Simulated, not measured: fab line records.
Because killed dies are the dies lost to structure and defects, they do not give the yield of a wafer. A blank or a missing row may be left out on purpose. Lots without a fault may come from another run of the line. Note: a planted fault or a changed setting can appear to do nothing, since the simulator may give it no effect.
Struck lot and sound lot, side by side | flow berkeleyCmos170 | 26 steps out of a route of 331
Sound: these wafers, L686.2, L686.3, L686.5. Struck: wafers L682.3, L682.4, L682.6. The cause is named last.
Per side, at each step with rows, come the tool, then ch with its chambers, and then its first start. Under that, the readings that differ: sound wafers | struck wafers | difference of the means | sigmas: that difference in standard deviations of wafers without a fault.
alike: readings with means less than 2 such deviations apart, plus words and numbers identical on both sides. not compared: withheld readings, readings lacking a value on some wafer, bounds such as >300 that could conceal the same value, and numbers that have no deviation in the record and whose values overlap.
A row with sigmas, a row that says differs or no value, or rows on one side alone: a step with any of these is where the two part. Numbers that don't overlap but have no deviation are shown without sigmas and don't part them. Lack of a reading on every wafer of one side parts them only where that side has two or more wafers.

first, 4 steps without rows for these wafers: UCB170_M2_SOFTBAKE_11 (time 60 s); UCB170_M2_EXPOSE_12 (exposes mask METAL2, target cd 700 nm); UCB170_M2_PEB_13; UCB170_M2_DEVELOP_14 (develop time 45 s).
UCB170_M2_CD_MEAS_15: target cd 700 nm.
  sound: cdSem-01 at day 9 17:28; struck: cdSem-02 at day 9 17:25
  alike: cdNm
UCB170_M2_OVL_MEAS_16:
  sound: overlay-01 at day 9 17:35; struck: overlay-02 at day 9 17:31
  alike: M2_OVL
UCB170_M2_ETCH_17: etches BARC in N2/H2.
  sound on rieDiel-04 ch 0,2,3, day 9 17:37; struck on rieDiel-01 ch 1,2,3, day 9 17:32
  alike: chamberPressureMTorr, drypumpMotorCurrentA, oesProductAu, throttleValvePct
UCB170_M2_METAL_ETCH_18: etches Al in Cl2/BCl3, stops on SiO2, target depth 1170 nm, time 195 s.
  sound on rieMetal-02 ch 0, day 9 17:39; struck on rieMetal-04 ch 0,1, day 9 17:38
reading              | sound             | struck            | difference | sigmas
throttleValvePct (%) | 24.69 24.69 24.70 | 24.31 24.48 24.32 | -0.32      | -2
  alike: chamberPressureMTorr, drypumpMotorCurrentA, oesProductAu
  not compared: rfHoursCounterH
UCB170_M2_STRIP_19: strips in O2.
  sound on plasmaAsher-02 ch 0,1, day 9 17:50; struck on plasmaAsher-03 ch 0,1, day 9 17:48
  alike: chamberPressureMTorr, drypumpMotorCurrentA, oesProductAu
  not compared: rfHoursCounterH
UCB170_M2_CD_MEAS_90: target cd 700 nm.
  sound: cdSem-01 at day 9 17:58; struck: cdSem-02 at day 9 17:55
  alike: cdNm
UCB170_V2_CVD_00: deposits SiO2 from TEOS/O2, target thk 2000 nm, time 250 s.
  sound on pecvd-04 ch 0,2, day 9 18:04; struck on pecvd-02 ch 0,1,2, day 9 17:59
  alike: heaterPowerW
UCB170_V2_THK_MEAS_01:
  sound: filmMetro-03 at day 9 18:13; struck: filmMetro-04 at day 9 18:10
  alike: V2_TEOS_THK
UCB170_V2_CMP_02: polishes SiO2.
  sound on cmp-01 ch 0,2,3, day 9 18:37; struck on cmp-02 ch 0,2, day 9 18:18
  no value came back on the struck wafers for edgeZonePressureFrac, headPressurePsi (psi), motorCurrentA (A); on the sound wafers edgeZonePressureFrac reads 0.993 0.995 1.007
reading                            | sound            | struck         | difference | sigmas
model.SiO2_of_V2_CVD_00.thkNm (nm) | 998.4 998.6 1001 | 1987 2037 2037 | +1021      | 
UCB170_V2_BOW_MEAS_03:
  sound: filmMetro-04 at day 9 18:53; struck: filmMetro-03 at day 9 18:38
reading     | sound    | struck   | difference | sigmas
V2_BOW (um) | 28 20 30 | 70 85 69 | +49        | +6
UCB170_V2_THK_MEAS_04:
  sound: filmMetro-04 at day 9 18:59; struck: filmMetro-03 at day 9 18:44
reading              | sound              | struck               | difference | sigmas
V2_POLISHED_THK (nm) | 998.9 998.2 1001.5 | 1987.5 2035.9 2039.5 | +1021.4    | +99 or more
then, 7 steps without rows for these wafers: UCB170_V2_CLEAN_05 (cleans in DIW); UCB170_V2_HMDS_06 (prime time 60 s); UCB170_V2_COAT_07 (resist thk 900 nm); UCB170_V2_SOFTBAKE_08 (time 60 s); UCB170_V2_EXPOSE_09 (exposes mask VIA2, target cd 700 nm); UCB170_V2_PEB_10; UCB170_V2_DEVELOP_11 (develop time 45 s).
UCB170_V2_CD_MEAS_12: target cd 700 nm.
  sound: cdSem-01 at day 9 21:00; struck: cdSem-02 at day 9 20:40
reading   | sound             | struck            | difference | sigmas
cdNm (nm) | 698.5 699.9 698.9 | 700.7 702.1 702.0 | +2.5       | +2
UCB170_V2_OVL_MEAS_13:
  sound: overlay-01 at day 9 21:07; struck: overlay-01 at day 9 20:46
  alike: V2_OVL
UCB170_V2_ETCH_14: etches SiO2 in CHF3/CF4/Ar, stops on Al, target depth 1250 nm, time 291 s.
  sound on rieDiel-02 ch 0,1,3, day 9 21:08; struck on rieDiel-04 ch 0,2, day 9 20:47
reading                      | sound             | struck            | difference | sigmas
oesProductAu (a.u.)          | 0.860 0.870 0.878 | 1.612 1.667 1.614 | +0.762     | +69
model.etch.depthNm (nm)      | 998.4 998.6 1001  | 1230 1248 1226    | +235       | 
model.V2.featureDepthNm (nm) | 998.9 998.6 1001  | 1230 1248 1226    | +235       | 
  alike: chamberPressureMTorr, drypumpMotorCurrentA, throttleValvePct
  not compared: rfHoursCounterH
UCB170_V2_STRIP_15: strips in O2.
  sound on plasmaAsher-03 ch 0,1, day 9 21:19; struck on plasmaAsher-04 ch 0,1, day 9 21:00
  alike: chamberPressureMTorr, drypumpMotorCurrentA, oesProductAu, stripTimeToEndpointS
  not compared: rfHoursCounterH

## WHERE THEY PART
Earliest at UCB170_M2_METAL_ETCH_18; latest, in this record, at UCB170_V2_ETCH_14. Later steps at which nothing parts them and some readings are alike: UCB170_V2_STRIP_15.

WHY: whatever the simulator had introduced
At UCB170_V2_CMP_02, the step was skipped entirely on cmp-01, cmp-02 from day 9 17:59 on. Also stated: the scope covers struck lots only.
